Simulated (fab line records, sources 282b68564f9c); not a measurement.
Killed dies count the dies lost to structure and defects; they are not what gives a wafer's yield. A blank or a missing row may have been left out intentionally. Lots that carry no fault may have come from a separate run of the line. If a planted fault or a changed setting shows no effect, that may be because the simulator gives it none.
2 desks looking at one fault    flow rit cmos    each desk has only its own numbers; what lay behind them comes last

FROM THE METROLOGY DESK
What the gauges read, lot by lot, whatever tool the lot ran on: means of the sampled wafers that have a number. A lot is out of limits, marked OUT, if its mean lies more than 4 standard deviations from the usual mean; the brackets give that distance.
Columns: A = ACTIVE_OXIDE_THK at RIT_ACTIVE_THK_MEAS_02, usual 50.1 nm; B = ACTIVE_NITRIDE_THK at RIT_ACTIVE_THK_MEAS_04, usual 149.9 nm; C = cd nm at RIT_ACTIVE_CD_MEAS_11, usual 1399.8 nm
lot   first seen here  A     B      C
L313  day 1 22:11      50.5  153.3  1400.4
L315  day 2 08:48      51.1  151.3  1394.7
L320  day 3 09:21      51.2  148.5  1400.2
L325  day 4 10:04      49.4  148.4  1398.1
L332  day 5 21:03      50.1  151.0  1400.7
This desk found nothing out of limits on any of the 5 lots.

DESK OF THE TOOL OWNER: rie diel-03
The tool's own readings at RIT_ACTIVE_ETCH_13 (etches Si3N4 in SF6, stops on SiO2, time 210 s, target depth 210 nm): means of the sampled wafers that have a number, for each lot that ran on this tool. A lot is out of limits, marked OUT, if its mean lies more than 4 standard deviations from the usual mean; the brackets give that distance.
Columns: A = chamber pressure mTorr at RIT_ACTIVE_ETCH_13, usual 260.01 mTorr; B = drypump motor current A at RIT_ACTIVE_ETCH_13, usual 5.7 A; C = oes product au at RIT_ACTIVE_ETCH_13, usual 0.816 a.u.; D = rf fwd power W at RIT_ACTIVE_ETCH_13, usual 124.7 W; E = throttle valve pct at RIT_ACTIVE_ETCH_13, usual 7.46 %
lot   first seen here  A                         B    C      D      E
L315  day 2 11:38      259.98                    5.8  0.824  124.5  7.38
L320  day 3 13:40      216.71 (-99 or more) OUT  5.7  0.815  124.6  7.37
This desk finds L320 out of limits, L320 being first, at day 3 13:40 (chamber pressure mTorr at RIT_ACTIVE_ETCH_13). In limits: L315.

PUT TOGETHER
At day 3 13:40, on L320, the tool owner's desk was in a position to raise an alarm.
From the metrology desk's view, nothing was out of limits.
The metrology desk holds a record of L320, inside its limits.
Of the lots named, all ran RIT_ACTIVE_ETCH_13 on rie diel-03.

WHAT THE SIMULATOR HAD INSERTED
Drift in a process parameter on rie diel-03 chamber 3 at RIT_ACTIVE_ETCH_13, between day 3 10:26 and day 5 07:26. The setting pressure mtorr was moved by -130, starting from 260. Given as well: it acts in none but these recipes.
Struck lots among those shown: L320.
Hours from the fault's start to each desk's first reading out of limits: the tool owner's desk, 3.
